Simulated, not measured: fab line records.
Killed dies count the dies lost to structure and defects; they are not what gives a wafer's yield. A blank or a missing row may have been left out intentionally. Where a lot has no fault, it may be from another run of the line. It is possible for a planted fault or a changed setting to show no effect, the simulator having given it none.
Check of tool commonality ; flow berkeleyCmos170 ; 45 wafers sampled across 15 lots

## REASON IT WAS OPENED
UCB170_GATE_THK_MEAS_05, reading GATE_POLY_THK: flagged on 3 of 15 lots. Wafers without a fault read 214.8 nm, standard deviation 2.1.
Rule: a lot is flagged when every wafer of it that has a number lies more than 4 standard deviations from that mean, or none has a number. The rest of the lots are taken to be sound.

lot;measured;on;GATE_POLY_THK (nm), wafer by wafer;flag
L941;day 7 05:32;filmMetro-02;213.6 211.9 213.4;
L942;day 7 10:38;filmMetro-04;215.7 216.6 214.4;
L944;day 7 21:11;filmMetro-03;217.7 216.7 215.8;
L945;day 8 10:21;filmMetro-04;213.1 213.6 213.1;
L947;day 8 18:40;filmMetro-02;215.2 213.1 214.8;
L948;day 8 18:44;filmMetro-02;215.7 217.4 214.9;
L950;day 9 01:34;filmMetro-03;214.7 214.8 213.7;
L949;day 9 01:35;filmMetro-04;219.5 218.4 220.9;
L952;day 9 17:13;filmMetro-02;427.8 430.4 429.2;FLAGGED
L956;day 10 04:10;filmMetro-04;429.6 428.0 430.8;FLAGGED
L959;day 11 01:58;filmMetro-03;216.3 217.7 216.4;
L958;day 11 03:55;filmMetro-02;431.8 427.6 429.9;FLAGGED
L961;day 11 11:26;filmMetro-02;216.0 215.4 216.8;
L963;day 11 11:31;filmMetro-02;215.6 216.4 216.9;
L964;day 12 08:12;filmMetro-02;211.0 210.8 212.4;
Averaged over the flagged lots the numbers come to 429.5 nm, +214.7 nm from the usual (+99 or more standard deviations).

## LOT BY LOT: THE TOOL USED
2 process steps preceding the reading are held in the record, out of 331 steps in the route. Each cell gives the tool, then ch followed by the chambers the sampled wafers passed through, then the start.
lot;flag;UCB170_NWELL_ETCH_13;UCB170_GATE_CVD_04
L941;;rieDiel-01 ch 0,1,3, day 2 14:38;lpcvd-01 ch 0, day 7 04:08
L942;;rieDiel-02 ch 1,3, day 2 20:48;lpcvd-02 ch 1, day 7 09:14
L944;;rieDiel-03 ch 2,3, day 3 03:09;lpcvd-01 ch 0, day 7 19:05
L945;;rieDiel-02 ch 0,1, day 3 09:19;lpcvd-01 ch 1, day 8 08:56
L947;;rieDiel-01 ch 1,2,3, day 3 21:10;lpcvd-01 ch 1, day 8 17:16
L948;;rieDiel-03 ch 0,1,3, day 3 21:12;lpcvd-01 ch 0, day 8 17:16
L950;;rieDiel-03 ch 2,3, day 4 10:55;lpcvd-02 ch 1, day 9 00:10
L949;;rieDiel-02 ch 0,3, day 4 06:54;lpcvd-02 ch 1, day 9 00:10
L952;FLAGGED;rieDiel-03 ch 2,3, day 4 18:26;lpcvd-02 ch 0, day 9 11:53 and lpcvd-01 ch 0, day 9 14:58
L956;FLAGGED;rieDiel-03 ch 1,2,3, day 5 17:31;lpcvd-02 ch 1, day 10 01:12
L959;;rieDiel-01 ch 0,2,3, day 6 06:46;lpcvd-01 ch 0, day 11 00:34
L958;FLAGGED;rieDiel-03 ch 0,2,3, day 6 06:28;lpcvd-01 ch 0, day 11 00:34 and lpcvd-02 ch 0, day 11 02:31
L961;;rieDiel-01 ch 0,2,3, day 6 18:16;lpcvd-01 ch 0, day 11 10:01
L963;;rieDiel-01 ch 1,3, day 7 01:22;lpcvd-01 ch 0, day 11 10:01
L964;;rieDiel-03 ch 1,2, day 7 14:56;lpcvd-01 ch 1, day 12 06:48
What the steps here do:
- UCB170_NWELL_ETCH_13: etches Si3N4 in CH3F/Ar/O2, stops on SiO2, target depth 246.4 nm, time 154 s.
- UCB170_GATE_CVD_04: deposits poly-Si from SiH4, time 1440 s, target thk 214 nm.
- UCB170_GATE_THK_MEAS_05

## FLAGGED OVER TOTAL, TOOL BY TOOL (the gauges that took the reading come last)
step;tool;lots run;flagged;share of the flagged lots;sound lots run after its first flagged lot
UCB170_NWELL_ETCH_13;rieDiel-01;5;0;none;-
UCB170_NWELL_ETCH_13;rieDiel-02;3;0;none;-
UCB170_NWELL_ETCH_13;rieDiel-03;7;3;all;1 (L964)
UCB170_GATE_CVD_04;lpcvd-01;11;2;some;4 (L959,L961,L963,L964)
UCB170_GATE_CVD_04;lpcvd-02;6;3;all;0
UCB170_GATE_THK_MEAS_05;filmMetro-02;8;2;some;3 (L961,L963,L964)
UCB170_GATE_THK_MEAS_05;filmMetro-03;3;0;none;-
UCB170_GATE_THK_MEAS_05;filmMetro-04;4;1;some;0

## WHAT IS ALLOWED BY THE TABLE
rieDiel-03 at UCB170_NWELL_ETCH_13 and lpcvd-02 at UCB170_GATE_CVD_04 are the 2 rows of the table that ran each flagged lot.
- rieDiel-03 at UCB170_NWELL_ETCH_13 ran 7 lots, 3 of them flagged. Sound lots followed the first flagged one (L964) on it, something a lasting fault affecting the whole tool could not allow.
- lpcvd-02 at UCB170_GATE_CVD_04 ran 6 lots, 3 of them flagged. It ran its last sound lot, L949, at day 9 00:10 and its first flagged lot, L952, at day 9 11:53: a fault with its onset between the two fits.
What remains is a single tool, lpcvd-02 at UCB170_GATE_CVD_04.

## WHAT THE SIMULATOR HAD PUT IN
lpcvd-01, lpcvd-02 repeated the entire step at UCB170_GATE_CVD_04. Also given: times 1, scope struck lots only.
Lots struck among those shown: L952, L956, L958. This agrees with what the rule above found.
